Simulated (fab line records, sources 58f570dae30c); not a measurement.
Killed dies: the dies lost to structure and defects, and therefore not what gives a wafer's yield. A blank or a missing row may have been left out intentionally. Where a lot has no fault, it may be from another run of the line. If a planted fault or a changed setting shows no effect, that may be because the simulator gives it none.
Matching of chambers | flow berkeleyCmos170 | rieDiel-04 running UCB170_M2_ETCH_17: 4 sister chambers
The step etches BARC in N2/H2. 8 wafers are shown with their chamber, then 10 later ones without.

WAFERS PAIRED WITH THEIR CHAMBERS
wafer  | chamber | drypumpMotorCurrentA (A) | throttleValvePct (%)
L075.4 | 3       | 4.8                      | 13.49
L088.1 | 2       | 5.8                      | 13.23
L088.6 | 0       | 5.5                      | 13.30
L091.2 | 1       | 6.1                      | 12.90
L091.5 | 0       | 5.4                      | 13.29
L091.6 | 3       | 4.8                      | 13.45
L093.1 | 1       | 6.1                      | 12.89
L093.2 | 2       | 5.7                      | 13.21

WAFERS WITHOUT THEIR CHAMBER
wafer  | drypumpMotorCurrentA (A) | throttleValvePct (%)
L093.3 | 5.5                      | 13.29
L094.3 | 6.1                      | 12.88
L094.5 | 4.8                      | 13.46
L094.6 | 5.7                      | 13.23
L096.3 | 5.7                      | 13.23
L096.4 | 5.5                      | 13.29
L096.5 | 5.5                      | 13.31
L097.2 | 4.8                      | 13.45
L097.4 | 5.7                      | 13.22
L097.6 | 5.7                      | 13.23

WHICH CHAMBER EACH WENT THROUGH
wafer  | from the rows above | in truth
L093.3 | 0                   | 0
L094.3 | 1                   | 1
L094.5 | 3                   | 3
L094.6 | 2                   | 2
L096.3 | 2                   | 2
L096.4 | 0                   | 0
L096.5 | 0                   | 0
L097.2 | 3                   | 3
L097.4 | 2                   | 2
L097.6 | 2                   | 2
Correct placement for 10 of the 10. From these rows, 0 cannot be placed. Wrongly placed: 0.
How it was worked out, from the rows above alone: a wafer's distance from a chamber is the root of the sum, over the readings, of the square of ((its reading less the chamber's mean) divided by the reading's scatter). If the next closest chamber is less than 2 further off than the closest, the wafer can't be placed; otherwise it belongs to the closest. For every chamber, the mean is computed from those of its wafers that are shown. How the scatter is found: for the shown wafers, subtract from each reading the mean of its chamber, square and add these, divide the total by (wafers less chambers), then take the root.
